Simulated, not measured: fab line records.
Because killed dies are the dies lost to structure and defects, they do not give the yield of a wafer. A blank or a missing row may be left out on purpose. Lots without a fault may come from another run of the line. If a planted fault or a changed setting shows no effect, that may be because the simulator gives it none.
Problem report in the 8D (eight disciplines) form, filled by code | flow berkeley_cmos170 | the parts of the form that need people (team, actions taken, sign-off) are left out

1. THE PROBLEM
dose_ions_cm2 at UCB170_PFIELD_IMPLANT_07 reads a mean of 1.8788e+13 on 6 wafers of 2 lots; wafers without a fault read 2.0002e+13 with a standard deviation of 2.3e+10. That is -53 standard deviations from the usual mean.
First seen on wafer L434.3, day 7 01:10, on implanter-04. The record has a number at this step for 18 wafers belonging to 6 lots. Rule for "out" (also "out of limits"): further than 4 standard deviations from the usual mean. The rest of the wafers with a number are treated as sound.

2. WHAT THIS IS AND IS NOT
question                    | is                     | is not
which readings at this step | dose_ions_cm2          | -
which lots                  | L431, L434             | L424, L432, L442, L443
which wafers of those lots  | all that have a number | -
read on which tools         | implanter-04           | implanter-01, implanter-02
when                        | from day 7 01:10       | up to then (6 sound wafers); but 6 sound wafers of L442, L443 came after

3. SUSPECTS, AND WHAT RULES EACH OUT
Counting: a tool at a process step up to the reading stays a suspect if it ran every lot that is out and no sound lot after the first of them.
- implanter-04 at UCB170_PFIELD_IMPLANT_07: kept. It processed each lot that is out, first L434 at day 7 01:10, and no sound lot thereafter; up to then, the last sound lot it processed was L432 at day 7 00:34. Out on those wafers are its own readings of dose_ions_cm2.
Remaining after the count: implanter-04 at UCB170_PFIELD_IMPLANT_07.

4. THE CAUSE (what the simulator had put in)
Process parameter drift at UCB170_PFIELD_IMPLANT_07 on implanter-04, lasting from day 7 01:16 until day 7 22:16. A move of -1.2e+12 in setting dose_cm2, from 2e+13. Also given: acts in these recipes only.
After counting, this tool was the only one left.

5. THE EFFECT CHAIN, in route order
Each row: a reading where the mean over the struck wafers with a number is more than 3 standard deviations away from the usual. Readings are gone through only where the record gives a usual standard deviation; hours: the median, over the lots, of the time from a lot's start at the first step in this table giving one to that lot's start at this step; sigmas: the change measured in usual standard deviations.
hours | step                     | reading            | usual      | on struck wafers | change      | sigmas
0     | UCB170_PFIELD_IMPLANT_07 | dose_ions_cm2      | 2.0002e+13 | 1.8788e+13       | -1.2137e+12 | -53
0     | UCB170_PFIELD_IMPLANT_07 | faraday_current_uA | 63.2       | 59.4             | -3.8        | -3.2
It contains these process steps:
- UCB170_PFIELD_IMPLANT_07

6. WHAT WOULD HAVE CAUGHT IT SOONER
In this record the first reading out of limits was taken at day 7 01:10.
